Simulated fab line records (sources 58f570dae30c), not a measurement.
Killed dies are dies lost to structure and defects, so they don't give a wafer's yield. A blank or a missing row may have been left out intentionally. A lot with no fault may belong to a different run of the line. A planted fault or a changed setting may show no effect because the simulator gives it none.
Chamber matching    flow berkeley-cmos170    4 sister chambers for UCB170_SCREENOX_WET_ETCH_00 on wet-bench-01
The step etches SiO2 in dHF, time 200 s. 18 wafers are shown with their chamber, then 9 later ones without.

WAFERS PAIRED WITH THEIR CHAMBERS
wafer   chamber  run-length-s (s)  bath-heat-duty-pct (%)
L142.2  3        225               6.1
L142.3  3        225               5.9
L142.5  3        225               5.6
L143.2  3        223               5.0
L143.4  3        223               6.3
L143.6  3        223               4.9
L144.1  2        226               6.3
L144.2  2        226               5.8
L144.3  2        226               6.0
L145.1  0        225               6.1
L145.2  0        225               5.7
L145.5  0        225               6.5
L155.1  3        231               5.7
L155.2  3        231               5.3
L155.3  3        231               5.6
L159.2  1        231               7.0
L159.3  1        231               5.4
L159.6  1        231               5.4

SIGNATURES (averages over the wafers above)
reading             chamber 0  chamber 1  chamber 2  chamber 3  scatter within a chamber
run-length-s        225.00     231.00     226.00     226.33     2.73
bath-heat-duty-pct  6.100      5.933      6.033      5.600      0.53
Rule: a wafer's distance from a chamber is the root of the sum, over the readings, of the square of ((its reading less the chamber's mean) divided by the reading's scatter). The wafer belongs to the nearest chamber; if the next one is less than 2 further off, it can't be placed. How the scatter is found: for the shown wafers, subtract from each reading the mean of its chamber, square and add these, divide the total by (wafers less chambers), then take the root.

WAFERS WHOSE CHAMBER IS MISSING
wafer   run-length-s (s)  bath-heat-duty-pct (%)
L160.2  233               5.2
L160.3  233               5.9
L160.6  233               6.3
L161.2  226               5.9
L161.3  226               6.6
L161.6  226               6.0
L162.2  225               6.2
L162.3  225               6.5
L162.4  225               6.2

WHICH CHAMBER EACH WENT THROUGH
wafer   from the rows above                in truth
L160.2  can't be placed: 1 or 3 or 2 or 0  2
L160.3  can't be placed: 1 or 3 or 2       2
L160.6  can't be placed: 1 or 2 or 3 or 0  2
L161.2  can't be placed: 2 or 0 or 3 or 1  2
L161.3  can't be placed: 0 or 2 or 3 or 1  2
L161.6  can't be placed: 2 or 0 or 3 or 1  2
L162.2  can't be placed: 0 or 2 or 3       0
L162.3  can't be placed: 0 or 2 or 3 or 1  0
L162.4  can't be placed: 0 or 2 or 3       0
Correctly placed: 0 of 9. Not placeable from these rows: 9 (in 9, the candidates include the true chamber). Placed wrongly: 0.
